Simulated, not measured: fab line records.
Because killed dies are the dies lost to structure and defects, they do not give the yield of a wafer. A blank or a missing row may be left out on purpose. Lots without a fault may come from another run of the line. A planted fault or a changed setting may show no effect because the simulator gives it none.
Code-filled problem report in 8D (eight disciplines) form + flow rit_cmos + the parts of the form that need people (team, actions taken, sign-off) are left out

1. PROBLEM STATEMENT
Wafers free of any fault read 115.78 ohm/sq (standard deviation 0.28) for PSD_RS at RIT_SDANNEAL_RS_MEAS_04, against a mean of 96.94 ohm/sq on 6 wafers of 2 lots. That puts it -67 standard deviations away from the usual mean.
The step: measures by four-point-probe.
First seen on wafer L898.1, day 5 11:59, on film_metro-03. The record has a number at this step for 42 wafers belonging to 14 lots. The rule behind "out" and "out of limits": a value lying over 4 standard deviations away from the usual mean. The rest of the wafers with a number are treated as sound.

2. WHAT IT IS, WHAT IT ISN'T
| question                    | is                           | is not                                                                                 |
|-----------------------------|------------------------------|----------------------------------------------------------------------------------------|
| which readings at this step | PSD_RS                       | -                                                                                      |
| which lots                  | L898, L900                   | L888, L889, L890, L891, L892, L893, L894, L897, L899, L905, L907, L911                 |
| which wafers of those lots  | all that have a number       | -                                                                                      |
| read on which gauges        | film_metro-02, film_metro-03 | film_metro-04                                                                          |
| when                        | from day 5 11:59             | up to then (24 sound wafers); but 12 sound wafers of L899, L905, L907, L911 came after |

3. SUSPECTS, AND WHAT RULES EACH OUT
Counting: any tool at a process step up to the reading is kept as a suspect provided that every lot that is out went through it and no sound lot did after the first of them.
- the gauge at RIT_SDANNEAL_RS_MEAS_04: ruled out. Those wafers that are out were read across 2 gauges (film_metro-02, film_metro-03).
- rtp_anneal-01 at RIT_SDANNEAL_RTA_03 (time 5 s): kept. Every lot that is out went through it, starting with L898 (day 5 11:56), and after that it ran no sound lot; the last sound lot it ran before then is L897 (day 5 01:35).
Remaining after the count: rtp_anneal-01 at RIT_SDANNEAL_RTA_03.

4. THE CAUSE (what the simulator had put in)
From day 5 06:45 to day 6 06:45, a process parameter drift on rtp_anneal-01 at RIT_SDANNEAL_RTA_03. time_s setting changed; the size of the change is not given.
Counting left only this tool.

5. THE EFFECT CHAIN, in route order
One row per reading whose mean, taken over the struck wafers that have a number, lies over 3 standard deviations from the usual. Only readings whose record carries a usual standard deviation are examined. hours: median over the lots of the time between each lot's start at the first step of this table that gives one and its start at this step. sigmas: the change, counted in usual standard deviations.
| hours | step                    | reading | usual         | on struck wafers | change | sigmas |
|-------|-------------------------|---------|---------------|------------------|--------|--------|
| 0     | RIT_SDANNEAL_RS_MEAS_04 | PSD_RS  | 115.78 ohm/sq | 96.94            | -18.84 | -67    |
| 0     | RIT_SDANNEAL_RS_MEAS_05 | NSD_RS  | 84.42 ohm/sq  | 81.11            | -3.31  | -14    |
| 0     | RIT_SDANNEAL_RS_MEAS_06 | PLDD_RS | 179.6 ohm/sq  | 161.9            | -17.7  | -39    |
| 0     | RIT_SDANNEAL_RS_MEAS_07 | NLDD_RS | 151.5 ohm/sq  | 148.9            | -2.6   | -5.1   |

6. HOW IT WOULD HAVE BEEN CAUGHT EARLIER
Counted from the fault's start at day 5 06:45, it took 5 hours until the first out-of-limits reading at a measuring or inspecting step in this record, taken at day 5 11:59.
Tool readings at RIT_SDANNEAL_RTA_03 with a usual standard deviation given in the record: none out on any struck wafer, hence no alarm at a limit of 4 standard deviations on them.
L900, from the lots that are out (2), started RIT_SDANNEAL_RTA_03 on rtp_anneal-01 later than day 5 11:59. Had the tool been put on hold then, it would have been spared.
